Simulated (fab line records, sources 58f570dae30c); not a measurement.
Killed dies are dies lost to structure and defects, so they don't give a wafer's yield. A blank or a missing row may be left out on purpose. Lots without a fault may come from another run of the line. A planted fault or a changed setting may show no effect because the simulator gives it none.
Which tool did it? | flow berkeley_cmos170 | 13 lots, 39 wafers sampled, at 2 steps of a route of 331

WHAT THE GAUGES READ, wafer by wafer
UCB170_NSD_TW_MEAS_10. Usual: NSD_TW 4219, standard deviation 38.
lot  | measured     | on            | NSD_TW         | flag
L699 | day 9 05:19  | film_metro-03 | 4180 4171 4171 |
L702 | day 9 14:58  | film_metro-04 | 4283 4273 4279 |
L701 | day 9 15:13  | film_metro-01 | 4219 4230 4211 |
L703 | day 9 15:26  | film_metro-01 | 4225 4225 4241 |
L705 | day 10 08:23 | film_metro-04 | 4255 4249 4238 |
L707 | day 10 09:06 | film_metro-04 | 4256 4247 4242 |
L704 | day 10 09:22 | film_metro-04 | 4261 4260 4270 |
L708 | day 10 09:38 | film_metro-03 | 4170 4187 4174 |
L706 | day 10 09:42 | film_metro-04 | 4255 4228 4261 |
L710 | day 10 23:32 | film_metro-04 | 4262 4258 4255 |
L711 | day 11 12:28 | film_metro-03 | 4178 4165 4178 |
L717 | day 11 23:28 | film_metro-03 | 4166 4157 4176 |
L719 | day 12 13:50 | film_metro-01 | 4245 4228 4215 |

UCB170_CONTACT_OVL_MEAS_16. Usual: CONTACT_OVL 1 nm, standard deviation 4.9.
lot  | measured     | on         | CONTACT_OVL (nm) | flag
L699 | day 9 11:29  | overlay-01 | -5 -4 -1         |
L702 | day 10 01:19 | overlay-02 | 6 2 2            |
L701 | day 10 01:17 | overlay-01 | -1 -1 4          |
L703 | day 10 01:33 | overlay-02 | -3 -4 -3         |
L705 | day 10 15:29 | overlay-01 | 4 8 0            |
L707 | day 10 16:13 | overlay-01 | -1 -6 -4         |
L704 | day 10 17:34 | overlay-01 | -1 5 1           |
L708 | day 10 18:32 | overlay-02 | 5 -4 2           |
L706 | day 10 17:17 | overlay-01 | -7 -1 0          |
L710 | day 11 11:52 | overlay-02 | -6 0 -3          |
L711 | day 11 20:34 | overlay-02 | -4 5 3           |
L717 | day 12 08:08 | overlay-02 | 5 3 12           |
L719 | day 12 20:25 | overlay-02 | -1 -7 4          |

WHICH TOOL RAN EACH LOT (tool, then ch and the chambers of the sampled wafers, then the start)
The record holds no process step before these readings.

WHAT THE TOOLS THEMSELVES READ (means of the sampled wafers that have a number; where no wafer has one, the mark that the record gives instead)
The record holds no such reading with a usual standard deviation.

THE ANSWER, worked out from the rows above alone
Rule: a lot is off if the mean of its wafers that have a number lies more than 3 standard deviations from the usual mean. A lot without any number at a reading at which 4 lots or more have one is off too. The other lots that the step has rows for count as sound. The gauges are gone through in route order, then the tools' own readings, and for those a lot's mean is taken as printed above. The first step at which some lot is off is used, and at that step the reading that is off furthest; a lot without a number counts as furthest.
No lot is off at any reading shown: from this, nothing can be told.

WHAT THE SIMULATOR HAD PUT IN
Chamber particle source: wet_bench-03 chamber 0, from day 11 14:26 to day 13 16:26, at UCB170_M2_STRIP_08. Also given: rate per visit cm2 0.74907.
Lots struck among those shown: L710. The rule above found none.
